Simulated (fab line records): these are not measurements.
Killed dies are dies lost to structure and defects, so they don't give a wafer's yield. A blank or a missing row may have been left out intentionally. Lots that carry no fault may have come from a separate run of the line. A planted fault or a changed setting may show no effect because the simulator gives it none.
Split-lot trial :: flow berkeley cmos170 :: 5 lots, 23 wafers read, on a route of 331 steps

## ABOUT THE SPLIT
At UCB170_M2_METAL_ETCH_18 (etches Al in Cl2/BCl3, stops on SiO2, target depth 1170 nm, time 195 s), the setting time s was moved away from the recipe's 195 s on 9 of the 23 wafers read, by -14.2% to +9.6%. For the rest of the wafers, this setting stayed at what the recipe calls for.

The reading comes from the split's own step.

## THE READING
oes product au, in a.u., at UCB170_M2_METAL_ETCH_18 (etches Al in Cl2/BCl3, stops on SiO2, target depth 1170 nm, time 195 s). A value of 0.856 a.u. with a standard deviation of 0.015 a.u. is what fault-free wafers of this fab line usually give.

wafer: L078.1
tool, chamber at the split: rie metal-01, 0
time s as run, s: 174
against the recipe: -10.8%
oes product au, a.u.: 0.922
against lot-mates on the recipe: +0.063

wafer: L078.3
tool, chamber at the split: rie metal-01, 0
time s as run, s: 174
against the recipe: -10.8%
oes product au, a.u.: 0.913
against lot-mates on the recipe: +0.054

wafer: L078.4
tool, chamber at the split: rie metal-01, 1
time s as run, s: 195
against the recipe: recipe
oes product au, a.u.: 0.862
against lot-mates on the recipe: -

wafer: L078.5
tool, chamber at the split: rie metal-01, 0
time s as run, s: 174
against the recipe: -10.8%
oes product au, a.u.: 0.908
against lot-mates on the recipe: +0.049

wafer: L078.6
tool, chamber at the split: rie metal-01, 1
time s as run, s: 195
against the recipe: recipe
oes product au, a.u.: 0.856
against lot-mates on the recipe: -

wafer: L079.1
tool, chamber at the split: rie metal-01, 0
time s as run, s: 167.4
against the recipe: -14.2%
oes product au, a.u.: 0.933
against lot-mates on the recipe: +0.091

wafer: L079.2
tool, chamber at the split: rie metal-01, 1
time s as run, s: 167.4
against the recipe: -14.2%
oes product au, a.u.: 0.927
against lot-mates on the recipe: +0.085

wafer: L079.3
tool, chamber at the split: rie metal-01, 0
time s as run, s: 195
against the recipe: recipe
oes product au, a.u.: 0.839
against lot-mates on the recipe: -

wafer: L079.4
tool, chamber at the split: rie metal-01, 1
time s as run, s: 167.4
against the recipe: -14.2%
oes product au, a.u.: 0.933
against lot-mates on the recipe: +0.091

wafer: L079.5
tool, chamber at the split: rie metal-01, 0
time s as run, s: 195
against the recipe: recipe
oes product au, a.u.: 0.845
against lot-mates on the recipe: -

wafer: L080.1
tool, chamber at the split: rie metal-01, 0
time s as run, s: 195
against the recipe: recipe
oes product au, a.u.: 0.843
against lot-mates on the recipe: -

wafer: L080.4
tool, chamber at the split: rie metal-01, 1
time s as run, s: 195
against the recipe: recipe
oes product au, a.u.: 0.855
against lot-mates on the recipe: -

wafer: L080.6
tool, chamber at the split: rie metal-01, 0
time s as run, s: 195
against the recipe: recipe
oes product au, a.u.: 0.854
against lot-mates on the recipe: -

wafer: L081.2
tool, chamber at the split: rie metal-02, 1
time s as run, s: 195
against the recipe: recipe
oes product au, a.u.: 0.840
against lot-mates on the recipe: -

wafer: L081.3
tool, chamber at the split: rie metal-02, 1
time s as run, s: 195
against the recipe: recipe
oes product au, a.u.: 0.840
against lot-mates on the recipe: -

wafer: L081.4
tool, chamber at the split: rie metal-02, 1
time s as run, s: 195
against the recipe: recipe
oes product au, a.u.: 0.843
against lot-mates on the recipe: -

wafer: L081.5
tool, chamber at the split: rie metal-02, 1
time s as run, s: 195
against the recipe: recipe
oes product au, a.u.: 0.841
against lot-mates on the recipe: -

wafer: L081.6
tool, chamber at the split: rie metal-02, 1
time s as run, s: 195
against the recipe: recipe
oes product au, a.u.: 0.843
against lot-mates on the recipe: -

wafer: L083.1
tool, chamber at the split: rie metal-03, 1
time s as run, s: 195
against the recipe: recipe
oes product au, a.u.: 0.897
against lot-mates on the recipe: -

wafer: L083.3
tool, chamber at the split: rie metal-03, 1
time s as run, s: 213.7
against the recipe: +9.6%
oes product au, a.u.: 0.881
against lot-mates on the recipe: -0.004

wafer: L083.4
tool, chamber at the split: rie metal-03, 0
time s as run, s: 213.7
against the recipe: +9.6%
oes product au, a.u.: 0.846
against lot-mates on the recipe: -0.039

wafer: L083.5
tool, chamber at the split: rie metal-03, 1
time s as run, s: 213.7
against the recipe: +9.6%
oes product au, a.u.: 0.878
against lot-mates on the recipe: -0.007

wafer: L083.6
tool, chamber at the split: rie metal-03, 0
time s as run, s: 195
against the recipe: recipe
oes product au, a.u.: 0.873
against lot-mates on the recipe: -

FIT RESULTS
A straight line over all 23 wafers: oes product au changes by -0.00348 a.u. for each +1% of time s; r = -0.73; the points scatter about the line by 0.024 a.u.
The same after taking each lot's own level away (the mean of its wafers on the recipe; 23 wafers): -0.00466 a.u. for each +1%; r = -0.93; scatter 0.014 a.u.
On that fit, the largest move of time s shifts the reading by 0.066 a.u.
The span of the lots' own levels, 0.8414 to 0.8850 a.u., comes to 2.9 times the standard deviation stated above.
So the lot-to-lot level blurs the effect unless lot-mates are compared.
Check: for one of the wafers moved furthest among these (-14.2%), held out of the fit, the line's prediction against its lot-mates is +0.0696 a.u. Against them it came out at +0.091 a.u.
Tool readings at the split's step, against how far the setting was moved: oes product au r = -0.73.

## OTHER SPLITS APPLIED TO THESE WAFERS
Note: prior to the reading, these wafers also went through further splits. Each is held against what the fit with the lots' levels taken away leaves over:
other split on the same wafers: UCB170_NSD_COAT_01 resist thk nm
wafers away from the commonest value: 5
r with oes product au (lot level and that fit taken away): -0.10

other split on the same wafers: UCB170_SILICIDE_SPUTTER_01 power w
wafers away from the commonest value: 8
r with oes product au (lot level and that fit taken away): +0.06

other split on the same wafers: UCB170_CONTACT_COAT_04 resist thk nm
wafers away from the commonest value: 7
r with oes product au (lot level and that fit taken away): -0.62

other split on the same wafers: UCB170_M1_EXPOSE_06 dose mj
wafers away from the commonest value: 11
r with oes product au (lot level and that fit taken away): -0.05

other split on the same wafers: UCB170_M2_PEB_13 peb temp c
wafers away from the commonest value: 6
r with oes product au (lot level and that fit taken away): +0.11

## THE WHOLE CHAIN: every reading that the file lists as answering this split, in the file's order
step: UCB170_M2_METAL_ETCH_18
what it does: etches Al in Cl2/BCl3, stops on SiO2, target depth 1170 nm, time 195 s
reading: oes product au
change (the file's fit): -0.00494 a.u. for each +1% of the setting
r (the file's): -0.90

step: UCB170_M2_METAL_ETCH_18
what it does: etches Al in Cl2/BCl3, stops on SiO2, target depth 1170 nm, time 195 s
reading: SiO2_of_V1_CVD_00.thk nm (the simulator's own value, which no gauge read)
change (the file's fit): -0.679 nm for each +1% of the setting
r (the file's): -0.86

## FILE'S OWN FIT
oes product au changes by -0.00494 a.u. for each +1% of time s, r = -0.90.
